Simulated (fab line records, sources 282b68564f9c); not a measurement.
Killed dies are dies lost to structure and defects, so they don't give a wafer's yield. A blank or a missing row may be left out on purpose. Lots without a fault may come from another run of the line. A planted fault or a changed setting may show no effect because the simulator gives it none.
A struck lot beside a sound one | flow rit_cmos | 15 steps out of a route of 202
Sound: wafers L237.3, L237.4, L237.5. Struck: wafers L239.2, L239.4, L239.5. The cause comes at the end.
At each step with rows: each side's tool, then ch and its chambers, then its first start. Under that, the readings that differ: sound wafers | struck wafers | difference of the means | sigmas: that difference in standard deviations of wafers without a fault.
alike: readings whose means differ by less than 2 such deviations, and words and numbers that are the same on both sides. not compared: withheld readings, readings that some wafer has no value for, bounds like >300 that may hide the same value, and numbers for which the record gives no deviation and whose values overlap.
The two part at a step that has a row with sigmas, a row that says differs or no value, or rows on one side only. Numbers that don't overlap but have no deviation are shown without sigmas and don't part them. A reading that every wafer of one side lacks parts them only if that side has two wafers or more.

first, 5 steps without rows for these wafers: RIT_M1_COAT_04 (resist thk 1300 nm); RIT_M1_SOFTBAKE_05 (time 60 s); RIT_M1_EXPOSE_06 (exposes mask M12, target cd 2600 nm); RIT_M1_PEB_07; RIT_M1_DEVELOP_08 (develop time 68 s).
RIT_M1_CD_MEAS_09: target cd 2600 nm.
  sound on cd_sem-01, day 4 06:28; struck on cd_sem-01, day 4 14:00
  alike: cd_nm
RIT_M1_OVL_MEAS_10:
  sound on overlay-02, day 4 06:33; struck on overlay-02, day 4 14:07
  alike: M1_OVL
then, 1 step without rows for these wafers: RIT_M1_HARDBAKE_11 (time 120 s).
RIT_M1_METAL_ETCH_12: etches Al in Cl2/BCl3, stops on SiO2, time 165 s, target depth 600 nm.
  sound on rie_metal-01 ch 0,1, day 4 06:53; struck on rie_metal-03 ch 0,1, day 4 14:23
  alike: drypump_motor_current_A, he_backside_leak_sccm, oes_product_au, throttle_valve_pct
  not compared: rf_hours_counter_h
then, 1 step without rows for these wafers: RIT_M1_STRIP_13 (strips in nmp, time 600 s).
RIT_M1_STRIP_14: strips in O2, time 180 s.
  sound on plasma_asher-02 ch 0,1, day 4 07:13; struck on plasma_asher-02 ch 0,1, day 4 14:44
  alike: drypump_motor_current_A
  not compared: rf_hours_counter_h
RIT_M1_CD_MEAS_90: target cd 2600 nm.
  sound on cd_sem-02, day 4 07:22; struck on cd_sem-02, day 4 14:56
  alike: cd_nm
RIT_M1_ANNEAL_15: time 1800 s.
  sound on furnace-02 ch 0, day 4 07:27; struck on furnace-02 ch 0, day 4 16:06
  alike: spike_tc_centre_C, zone_power_source_pct
RIT_M1_BOW_MEAS_16:
  sound on film_metro-04, day 4 08:59; struck on film_metro-03, day 4 17:37
  alike: M1_BOW
RIT_M1_PROBE_99:
  sound on prober-02, day 4 09:10; struck on prober-02, day 4 17:46
  reading                                                 | sound                | struck               | difference | sigmas
  model.etest.nmos_0p15.junction_log10_a_um               | -13.74 -13.52 -13.43 | -12.43 -12.58 -12.51 | +1.06      |
  model.etest.nmos_narrow.off_log10_a_um                  | -13.26 -13.16 -13.32 | -12.39 -12.6 -12.43  | +0.77      |
  model.etest.nmos_0p3.off_log10_a_um                     | -13.16 -13.03 -12.97 | -12.4 -12.52 -12.45  | +0.6       |
  model.etest.gate_end_array.leak_log10_a_um              | -13.09 -12.92 -12.8  | -12.22 -12.4 -12.3   | +0.63      |
  model.etest.contact_diode_array.leak_log10_a (angstrom) | -9.528 -9.419 -9.583 | -8.761 -9.059 -8.941 | +0.590     |
  model.etest.pmos_0p15.junction_log10_a_um               | -13.83 -13.85 -13.73 | -13.33 -13.44 -13.39 | +0.42      |
  alike: defect_limited_yield, killed_at_contacts, killed_at_front_end, killed_dies, killed_open, killed_short, sort_bin_3_pad_short, sort_bin_5_function, sort_bin_6_memory, sort_n_pass, sort_yield_pct

WHERE THEY PART
Nowhere in this record.

WHY: what the simulator had put in
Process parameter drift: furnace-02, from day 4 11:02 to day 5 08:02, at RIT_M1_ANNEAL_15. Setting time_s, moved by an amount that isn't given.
